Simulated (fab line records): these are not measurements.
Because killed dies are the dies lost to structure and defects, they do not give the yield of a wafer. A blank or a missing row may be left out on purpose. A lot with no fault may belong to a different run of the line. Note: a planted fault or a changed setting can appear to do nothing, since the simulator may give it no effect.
Code-filled problem report in 8D (eight disciplines) form | flow rit_cmos | the parts of the form that need people (team, actions taken, sign-off) are left out

## 1. WHAT WENT WRONG
Wafers without a fault read 34.56 W, standard deviation 0.052; heater_power_total_W at RIT_PSD_SOFTBAKE_02 reads a mean of 37.09 W on 6 wafers belonging to 2 lots. Relative to the usual mean, that is a shift of +49 standard deviations.
The step: time 60 s.
First observed at day 7 04:16: wafer L246.2, on litho_track-01. The record has a number at this step for 18 wafers belonging to 6 lots. The rule behind "out" and "out of limits": a value lying over 4 standard deviations away from the usual mean. Any other wafer with a number is counted as sound.

## 2. WHAT IT IS AND WHAT IT IS NOT
question                    | is                                 | is not
which readings at this step | heater_power_total_W, plate_temp_C | -
which lots                  | L246, L249                         | L233, L238, L251, L253
which wafers of those lots  | all that have a number             | -
read on which tools         | litho_track-01                     | litho_track-02, litho_track-03
when                        | from day 7 04:16                   | up to then (6 sound wafers); but 6 sound wafers of L251, L253 came after

## 3. SUSPECTS, AND WHAT RULES EACH OUT
Counting: any tool at a process step up to the reading is kept as a suspect provided that every lot that is out went through it and no sound lot did after the first of them.
- litho_track-01 at RIT_PSD_SOFTBAKE_02 (time 60 s): kept. It processed each lot that is out, first L246 at day 7 04:16, and no sound lot thereafter; up to then, the last sound lot it processed was L233 at day 3 20:29. Out on those wafers are its own readings of heater_power_total_W, plate_temp_C.
The count leaves litho_track-01 at RIT_PSD_SOFTBAKE_02.

## 4. THE CAUSE (what the simulator had put in)
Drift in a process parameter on litho_track-01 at RIT_PSD_SOFTBAKE_02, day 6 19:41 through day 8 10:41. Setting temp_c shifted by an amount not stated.
After counting, this tool was the only one left.

## 5. THE EFFECT CHAIN, in route order
Each row: a reading where the mean over the struck wafers with a number is more than 3 standard deviations away from the usual. Readings are gone through only where the record gives a usual standard deviation; hours: the median, over the lots, of the time from a lot's start at the first step in this table giving one to that lot's start at this step; sigmas: the change measured in usual standard deviations.
hours | step                | reading              | usual   | on struck wafers | change | sigmas
0     | RIT_PSD_SOFTBAKE_02 | heater_power_total_W | 34.56 W | 37.09            | +2.53  | +49
0     | RIT_PSD_SOFTBAKE_02 | plate_temp_C         | 90.01 C | 94.56            | +4.55  | +35
It contains these process steps:
- RIT_PSD_SOFTBAKE_02: time 60 s.
Later steps that measure or inspect, where all struck wafers having a row at the step show a number for every such reading and not one has moved that far: RIT_PSD_OVL_MEAS_06.

## 6. WHAT WOULD HAVE CAUGHT IT SOONER
9 hours passed between the start of the fault at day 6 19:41 and the first reading out of limits in this record, taken at day 7 04:16.
